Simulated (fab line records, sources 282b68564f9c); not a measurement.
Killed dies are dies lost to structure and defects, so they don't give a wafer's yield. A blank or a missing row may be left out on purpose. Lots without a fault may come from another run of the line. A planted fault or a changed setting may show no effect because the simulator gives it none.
Which tool did it? | flow rit_cmos | 16 lots, 47 wafers sampled, at 5 steps of a route of 202

WHAT THE GAUGES READ, wafer by wafer
RIT_REOX_THK_MEAS_04. Usual: REOX_OXIDE_THK 25.1 nm, standard deviation 0.46.
lot  | measured    | on            | REOX_OXIDE_THK (nm) | flag
L751 | day 3 02:57 | film_metro-01 | 26.1 26.1 25.9      |
L752 | day 3 06:22 | film_metro-03 | 25.0 24.8 24.9      |
L753 | day 3 13:34 | film_metro-03 | 24.7 24.3 25.0      |
L755 | day 3 18:03 | film_metro-01 | 25.2 25.0 25.2      |
L754 | day 3 18:03 | film_metro-03 | 24.7 24.8 24.8      |
L756 | day 4 02:20 | film_metro-02 | 25.7 25.1 25.5      |
L757 | day 4 06:12 | film_metro-03 | 25.4 25.9 25.5      |
L758 | day 4 09:30 | film_metro-03 | 25.6 25.3 25.5      |
L759 | day 4 16:06 | film_metro-01 | 25.6 25.4 25.4      |
L760 | day 4 23:17 | film_metro-03 | 24.7 25.0 24.9      |
L761 | day 5 02:14 | film_metro-01 | 25.7 25.5 25.7      |
L762 | day 5 10:10 | film_metro-03 | 24.4 24.7           |
L763 | day 5 16:03 | film_metro-01 | 24.8 25.0 25.2      |
L765 | day 6 01:05 | film_metro-03 | 25.3 25.5 25.3      |
L767 | day 6 06:17 | film_metro-03 | 25.1 25.1 24.6      |
L773 | day 7 14:40 | film_metro-02 | 24.3 24.5 24.3      |

RIT_CONTACT_OVL_MEAS_09. Usual: CONTACT_OVL 0.2 nm, standard deviation 1.2.
lot  | measured    | on         | CONTACT_OVL (nm)  | flag
L751 | day 3 15:01 | overlay-01 | 2.2 1.8 0.5       |
L752 | day 3 18:23 | overlay-01 | -1.7 -0.5 -1.9    |
L753 | day 4 01:14 | overlay-01 | 0.6 -0.5 0.9      |
L755 | day 4 05:27 | overlay-02 | 0.0 -0.1 -0.7     |
L754 | day 4 05:44 | overlay-01 | 0.7 -0.4 -0.6     |
L756 | day 4 14:17 | overlay-01 | 0.7 -1.9 -2.7     |
L757 | day 4 18:08 | overlay-01 | -0.1 0.8 1.0      |
L758 | day 4 21:43 | overlay-02 | 0.9 0.4 0.8       |
L759 | day 5 03:43 | overlay-01 | 0.6 0.3 1.4       |
L760 | day 5 11:37 | overlay-01 | -1.2 -0.6 -0.4    |
L761 | day 5 13:10 | overlay-01 | 170.4 171.8 169.4 | OFF
L762 | day 5 21:07 | overlay-02 | 172.3 174.0       | OFF
L763 | day 6 03:21 | overlay-02 | 173.5 172.5 171.7 | OFF
L765 | day 6 13:41 | overlay-02 | 171.4 171.3 172.5 | OFF
L767 | day 6 18:16 | overlay-01 | 0.2 0.5 1.1       |
L773 | day 8 02:10 | overlay-02 | -0.1 2.1 0.0      |

RIT_M1_BOW_MEAS_16. Usual: M1_BOW 17 um, standard deviation 6.8.
lot  | measured    | on            | M1_BOW (um) | flag
L751 | day 3 20:20 | film_metro-03 | 7 10 9      |
L752 | day 3 23:37 | film_metro-04 | 17 9 -3     |
L753 | day 4 06:17 | film_metro-02 | 16 3 23     |
L755 | day 4 10:58 | film_metro-02 | 7 26 11     |
L754 | day 4 12:28 | film_metro-02 | 10 18 14    |
L756 | day 4 19:27 | film_metro-03 | 9 22 20     |
L757 | day 4 23:11 | film_metro-04 | 13 19 12    |
L758 | day 5 02:50 | film_metro-04 | 15 21 2     |
L759 | day 5 08:38 | film_metro-02 | 12 5 18     |
L760 | day 5 16:44 | film_metro-03 | 21 22 24    |
L761 | day 5 18:14 | film_metro-03 | 15 15 18    |
L762 | day 6 02:03 | film_metro-04 | 18 27       |
L763 | day 6 08:16 | film_metro-02 | 16 16 15    |
L765 | day 6 19:31 | film_metro-02 | 5 17        |
L767 | day 6 23:29 | film_metro-03 | 24 9 26     |
L773 | day 8 07:16 | film_metro-02 | 20 17 14    |

WHICH TOOL RAN EACH LOT (tool, then ch and the chambers of the sampled wafers, then the start)
lot  | RIT_GATE_ETCH_19                | RIT_CONTACT_EXPOSE_05
L751 | rie_si-02 ch 0,2,3, day 2 22:27 | iline_stepper-01 ch 0, day 3 14:25
L752 | rie_si-01 ch 0,3, day 2 23:36   | iline_stepper-02 ch 0, day 3 17:46
L753 | rie_si-02 ch 1,2, day 3 10:02   | iline_stepper-01 ch 0, day 4 00:36
L755 | rie_si-01 ch 0,2,3, day 3 12:12 | iline_stepper-02 ch 0, day 4 04:49
L754 | rie_si-02 ch 0,1,2, day 3 14:08 | iline_stepper-01 ch 0, day 4 05:07
L756 | rie_si-01 ch 0,1,3, day 3 21:26 | iline_stepper-02 ch 0, day 4 13:39
L757 | rie_si-02 ch 0,1,2, day 4 02:20 | iline_stepper-02 ch 0, day 4 17:31
L758 | rie_si-01 ch 0,1,3, day 4 06:07 | iline_stepper-02 ch 0, day 4 21:07
L759 | rie_si-02 ch 0,2,3, day 4 10:38 | iline_stepper-02 ch 0, day 5 03:04
L760 | rie_si-01 ch 0,1, day 4 19:05   | iline_stepper-02 ch 0, day 5 11:01
L761 | rie_si-02 ch 0,2,3, day 4 22:18 | iline_stepper-02 ch 0, day 5 12:31
L762 | rie_si-01 ch 0,1, day 5 05:26   | iline_stepper-02 ch 0, day 5 20:29
L763 | rie_si-02 ch 0,1,2, day 5 10:23 | iline_stepper-02 ch 0, day 6 02:33
L765 | rie_si-02 ch 1,2, day 5 21:46   | iline_stepper-02 ch 0, day 6 13:03
L767 | rie_si-02 ch 1,2,3, day 6 02:54 | iline_stepper-01 ch 0, day 6 17:38
L773 | rie_si-02 ch 0,2, day 7 10:50   | iline_stepper-01 ch 0, day 8 01:32
- RIT_GATE_ETCH_19: etches poly-Si in SF6/CHF3/O2, stops on SiO2, time 165 s, target depth 312.5 nm.
- RIT_CONTACT_EXPOSE_05: exposes mask M11, target cd 1000 nm.

WHAT THE TOOLS THEMSELVES READ (means of the sampled wafers that have a number; where no wafer has one, the mark that the record gives instead)
RIT_GATE_ETCH_19. Usual: chamber_pressure_mTorr 40.00 mTorr, standard deviation 0.036; drypump_motor_current_A 5.4 A, standard deviation 0.4; oes_product_au 0.848 a.u., standard deviation 0.014; rf_fwd_power_W 159.5 W, standard deviation 0.5; throttle_valve_pct 10.16 %, standard deviation 0.16.
lot  | tool      | chamber_pressure_mTorr (mTorr) | drypump_motor_current_A (A) | oes_product_au (a.u.) | rf_fwd_power_W (W) | throttle_valve_pct (%) | flag
L751 | rie_si-02 | 39.97                          | 5.4                         | 0.857                 | 159.9              | 10.24                  |
L752 | rie_si-01 | 40.03                          | 5.2                         | 0.854                 | 159.9              | 10.21                  |
L753 | rie_si-02 | 39.99                          | 5.9                         | 0.840                 | 159.5              | 9.99                   |
L755 | rie_si-01 | 39.98                          | 5.2                         | 0.852                 | 159.4              | 10.16                  |
L754 | rie_si-02 | 40.02                          | 5.5                         | 0.835                 | 159.6              | 10.08                  |
L756 | rie_si-01 | 40.00                          | 5.3                         | 0.852                 | 159.4              | 10.19                  |
L757 | rie_si-02 | 40.01                          | 5.5                         | 0.832                 | 159.7              | 10.08                  |
L758 | rie_si-01 | 40.03                          | 5.3                         | 0.854                 | 159.4              | 10.17                  |
L759 | rie_si-02 | 40.03                          | 5.4                         | 0.847                 | 159.6              | 10.24                  |
L760 | rie_si-01 | 39.99                          | 5.1                         | 0.853                 | 159.8              | 10.08                  |
L761 | rie_si-02 | 39.97                          | 5.4                         | 0.844                 | 159.2              | 10.24                  |
L762 | rie_si-01 | 40.05                          | 5.2                         | 0.841                 | 159.6              | 10.12                  |
L763 | rie_si-02 | 40.02                          | 5.5                         | 0.829                 | 158.6              | 10.07                  |
L765 | rie_si-02 | 40.00                          | 5.9                         | 0.827                 | 159.4              | 10.00                  |
L767 | rie_si-02 | 40.01                          | 5.7                         | 0.850                 | 159.2              | 10.18                  |
L773 | rie_si-02 | 39.99                          | 5.2                         | 0.839                 | 159.3              | 10.17                  |

THE ANSWER, worked out from the rows above alone
Rule: a lot is off if the mean of its wafers that have a number lies more than 3 standard deviations from the usual mean. A lot without any number at a reading at which 4 lots or more have one is off too. The other lots that the step has rows for count as sound. The gauges are gone through in route order, then the tools' own readings, and for those a lot's mean is taken as printed above. The first step at which some lot is off is used, and at that step the reading that is off furthest; a lot without a number counts as furthest.
Off: L761, L762, L763, L765, at RIT_CONTACT_OVL_MEAS_09 (CONTACT_OVL).
A tool fits if, at a process step before that reading, it ran every lot that is off, and no sound lot after the first of them. The gauges at RIT_CONTACT_OVL_MEAS_09 are tried like those tools. One fits: iline_stepper-02 at RIT_CONTACT_EXPOSE_05. Its last sound lot is L760 (day 5 11:01), its first lot that is off L761 (day 5 12:31): a fault that began between those two fits.

WHAT THE SIMULATOR HAD PUT IN
Scanner matching overlay: iline_stepper-02, from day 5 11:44 on, at RIT_CONTACT_EXPOSE_05. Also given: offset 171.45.
Lots struck among those shown: L761, L762, L763, L765. The rule above found the same.
